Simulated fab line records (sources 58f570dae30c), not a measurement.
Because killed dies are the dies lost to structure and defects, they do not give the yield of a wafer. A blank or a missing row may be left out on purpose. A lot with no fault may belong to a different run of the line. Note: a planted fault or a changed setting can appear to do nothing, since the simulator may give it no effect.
Which tool is to blame? | flow berkeley_cmos170 | 15 lots, 45 wafers sampled, at 4 steps of a route of 331

## WHAT THE GAUGES READ, wafer by wafer
UCB170_START_BOW_MEAS_00. Usual: INCOMING_BOW typically reads 0 um, with standard deviation 7.
lot  | measured    | on            | INCOMING_BOW (um) | flag
L592 | day 1 15:00 | film_metro-02 | -7 6 -3           |
L593 | day 1 20:00 | film_metro-03 | 3 6 -3            |
L594 | day 2 01:00 | film_metro-03 | 4 7 0             |
L595 | day 2 06:01 | film_metro-02 | 11 1 -4           |
L597 | day 2 16:02 | film_metro-02 | -7 0 0            |
L598 | day 2 21:01 | film_metro-04 | 4 -3 -8           |
L599 | day 3 02:01 | film_metro-04 | -3 -4 -2          |
L601 | day 3 12:00 | film_metro-03 | 8 6 -3            |
L602 | day 3 17:01 | film_metro-04 | -9 5 2            |
L604 | day 4 03:00 | film_metro-03 | 7 -11 -1          |
L605 | day 4 08:02 | film_metro-02 | 21 24 3           |
L610 | day 5 09:02 | film_metro-03 | 1 14 -2           |
L611 | day 5 14:00 | film_metro-02 | -8 -6 6           |
L612 | day 5 19:02 | film_metro-02 | 12 7 -1           |
L614 | day 6 05:00 | film_metro-03 | -1 1 -1           |

UCB170_GATE_THK_MEAS_05. Usual: GATE_POLY_THK typically reads 213.7 nm, with standard deviation 2.3.
lot  | measured     | on            | GATE_POLY_THK (nm) | flag
L592 | day 5 19:35  | film_metro-02 | 216.8 217.6 216.6  |
L593 | day 5 21:07  | film_metro-03 | 211.0 209.8 209.6  |
L594 | day 5 21:07  | film_metro-02 | 213.6 213.2 212.3  |
L595 | day 6 18:07  | film_metro-01 | 215.1 216.0 214.5  |
L597 | day 6 18:07  | film_metro-03 | 212.7 211.5 212.0  |
L598 | day 7 04:32  | film_metro-01 | 214.4 215.1 215.6  |
L599 | day 7 04:32  | film_metro-03 | 219.1 218.3 216.9  |
L601 | day 7 15:50  | film_metro-02 | 211.4 212.2 212.3  |
L602 | day 7 15:51  | film_metro-01 | 214.4 212.6 213.0  |
L604 | day 8 01:46  | film_metro-01 | 211.3 212.5 210.6  |
L605 | day 8 23:41  | film_metro-02 | 214.3 213.2 214.4  |
L610 | day 10 04:01 | film_metro-01 | 167.1 164.7 167.6  | OFF
L611 | day 10 03:59 | film_metro-03 | 171.8 169.7 170.9  | OFF
L612 | day 10 04:01 | film_metro-02 | 173.6 172.9 171.8  | OFF
L614 | day 10 22:28 | film_metro-01 | 216.2 215.8 215.2  |

## WHICH TOOL RAN EACH LOT (tool, then ch and the chambers of the sampled wafers, then the start)
lot  | UCB170_ZERO_STRIP_07                | UCB170_GATE_CVD_04
L592 | plasma_asher-01 ch 0,1, day 2 02:41 | lpcvd-02 ch 1, day 5 18:11
L593 | plasma_asher-03 ch 0,1, day 2 05:53 | lpcvd-01 ch 0, day 5 19:43
L594 | plasma_asher-03 ch 0,1, day 2 11:14 | lpcvd-01 ch 0, day 5 19:43
L595 | plasma_asher-04 ch 1, day 2 16:08   | lpcvd-01 ch 1, day 6 16:42
L597 | plasma_asher-04 ch 0,1, day 3 03:17 | lpcvd-01 ch 0, day 6 16:42
L598 | plasma_asher-01 ch 0,1, day 3 08:07 | lpcvd-02 ch 0, day 7 03:07
L599 | plasma_asher-04 ch 0,1, day 3 10:53 | lpcvd-02 ch 0, day 7 03:07
L601 | plasma_asher-01 ch 0,1, day 3 19:35 | lpcvd-01 ch 1, day 7 14:26
L602 | plasma_asher-04 ch 1, day 4 02:49   | lpcvd-01 ch 0, day 7 14:26
L604 | plasma_asher-04 ch 0,1, day 4 09:13 | lpcvd-02 ch 1, day 8 00:22
L605 | plasma_asher-04 ch 0,1, day 4 17:13 | lpcvd-01 ch 0, day 8 22:16
L610 | plasma_asher-01 ch 0,1, day 5 17:36 | lpcvd-02 ch 1, day 10 02:35
L611 | plasma_asher-04 ch 0,1, day 5 21:20 | lpcvd-02 ch 0, day 10 02:35
L612 | plasma_asher-01 ch 0,1, day 6 01:34 | lpcvd-02 ch 0, day 10 02:35
L614 | plasma_asher-04 ch 0,1, day 6 14:44 | lpcvd-01 ch 0, day 10 21:04
- UCB170_ZERO_STRIP_07: strips in O2.
- UCB170_GATE_CVD_04: deposits poly-Si from SiH4, time 1440 s, target thk 214 nm.

## AS READ BY THE TOOLS THEMSELVES (means over the sampled wafers that have a number; for cases with no such wafer, the mark the record gives instead)
UCB170_ZERO_STRIP_07. Usual: drypump_motor_current_A 5.31 A, standard deviation 0.3; oes_product_au 0.727 a.u., standard deviation 0.0046; strip_time_to_endpoint_s 21.50 s, standard deviation 0.065.
lot  | tool            | drypump_motor_current_A (A) | oes_product_au (a.u.) | strip_time_to_endpoint_s (s) | flag
L592 | plasma_asher-01 | 5.22                        | 0.728                 | 21.47                        |
L593 | plasma_asher-03 | 5.75                        | 0.728                 | 21.50                        |
L594 | plasma_asher-03 | 5.85                        | 0.727                 | 21.46                        |
L595 | plasma_asher-04 | 5.54                        | 0.728                 | 21.43                        |
L597 | plasma_asher-04 | 5.43                        | 0.723                 | 21.54                        |
L598 | plasma_asher-01 | 5.05                        | 0.728                 | 21.59                        |
L599 | plasma_asher-04 | 5.44                        | 0.726                 | 21.51                        |
L601 | plasma_asher-01 | 5.23                        | 0.725                 | 21.46                        |
L602 | plasma_asher-04 | 5.53                        | 0.730                 | 21.49                        |
L604 | plasma_asher-04 | 5.48                        | 0.725                 | 21.49                        |
L605 | plasma_asher-04 | 5.43                        | 0.730                 | 21.55                        |
L610 | plasma_asher-01 | 5.06                        | 0.728                 | 21.44                        |
L611 | plasma_asher-04 | 5.43                        | 0.726                 | 21.51                        |
L612 | plasma_asher-01 | 5.23                        | 0.728                 | 21.56                        |
L614 | plasma_asher-04 | 5.51                        | 0.725                 | 21.53                        |

UCB170_GATE_CVD_04. Usual: sih4_flow_sccm 120.0 sccm, standard deviation 0.37; spike_tc_centre_C 612.3 C, standard deviation 2.2; susceptor_temp_C 609.99 C, standard deviation 0.27.
lot  | tool     | sih4_flow_sccm (sccm) | spike_tc_centre_C (C) | susceptor_temp_C (C) | flag
L592 | lpcvd-02 | 119.7                 | 615.3                 | 609.66               |
L593 | lpcvd-01 | 120.1                 | 611.1                 | 609.64               |
L594 | lpcvd-01 | 120.1                 | 612.3                 | 610.01               |
L595 | lpcvd-01 | 119.9                 | 613.7                 | 610.10               |
L597 | lpcvd-01 | 120.2                 | 610.3                 | 609.71               |
L598 | lpcvd-02 | 119.8                 | 610.2                 | 610.12               |
L599 | lpcvd-02 | 120.1                 | 610.6                 | 609.80               |
L601 | lpcvd-01 | 120.3                 | 613.3                 | 610.06               |
L602 | lpcvd-01 | 119.6                 | 611.5                 | 609.78               |
L604 | lpcvd-02 | 120.0                 | 615.1                 | 610.31               |
L605 | lpcvd-01 | 119.5                 | 612.6                 | 610.14               |
L610 | lpcvd-02 | 96.1                  | 615.2                 | 609.76               | OFF
L611 | lpcvd-02 | 96.3                  | 610.9                 | 610.00               | OFF
L612 | lpcvd-02 | 95.7                  | 610.3                 | 610.13               | OFF
L614 | lpcvd-01 | 119.9                 | 611.1                 | 610.10               |

## THE ANSWER, worked out from the rows above alone
Rule: a lot is off if the mean of its wafers that have a number lies more than 3 standard deviations from the usual mean. A lot without any number at a reading at which 4 lots or more have one is off too. Where the step has rows for the other lots, those lots are counted as sound. The gauges are gone through in route order, then the tools' own readings, and for those a lot's mean is taken as printed above. At the first step where some lot is off, the reading lying furthest off is the one used; lots without a number count as furthest.
Off: L610, L611, L612, at UCB170_GATE_THK_MEAS_05 (GATE_POLY_THK).
If a tool, at a process step before that reading, ran all the lots that are off and no sound lot after the first of them, it fits. Not tried: the gauges at UCB170_GATE_THK_MEAS_05; whatever is off there is also off at UCB170_GATE_CVD_04, on other tools, and gauge error can't account for it. One candidate fits, namely lpcvd-02 at UCB170_GATE_CVD_04. Its last sound lot is L604 (day 8 00:22), its first lot that is off L610 (day 10 02:35): a fault that began between those two fits.
The tool's own readings at UCB170_GATE_CVD_04 bear it out: on the lots that are off they differ by more than 5 times the standard deviation of the sound lots' means. sih4_flow_sccm reads 96.0 sccm there against 119.9 sccm on the sound lots.

## WHAT THE SIMULATOR HAD INSERTED
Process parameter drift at UCB170_GATE_CVD_04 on lpcvd-02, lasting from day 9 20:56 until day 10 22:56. Setting sih4_flow_sccm, moved by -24, from 120. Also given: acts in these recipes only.
Struck lots among those shown: L610, L611, L612. The same result came from the rule above.
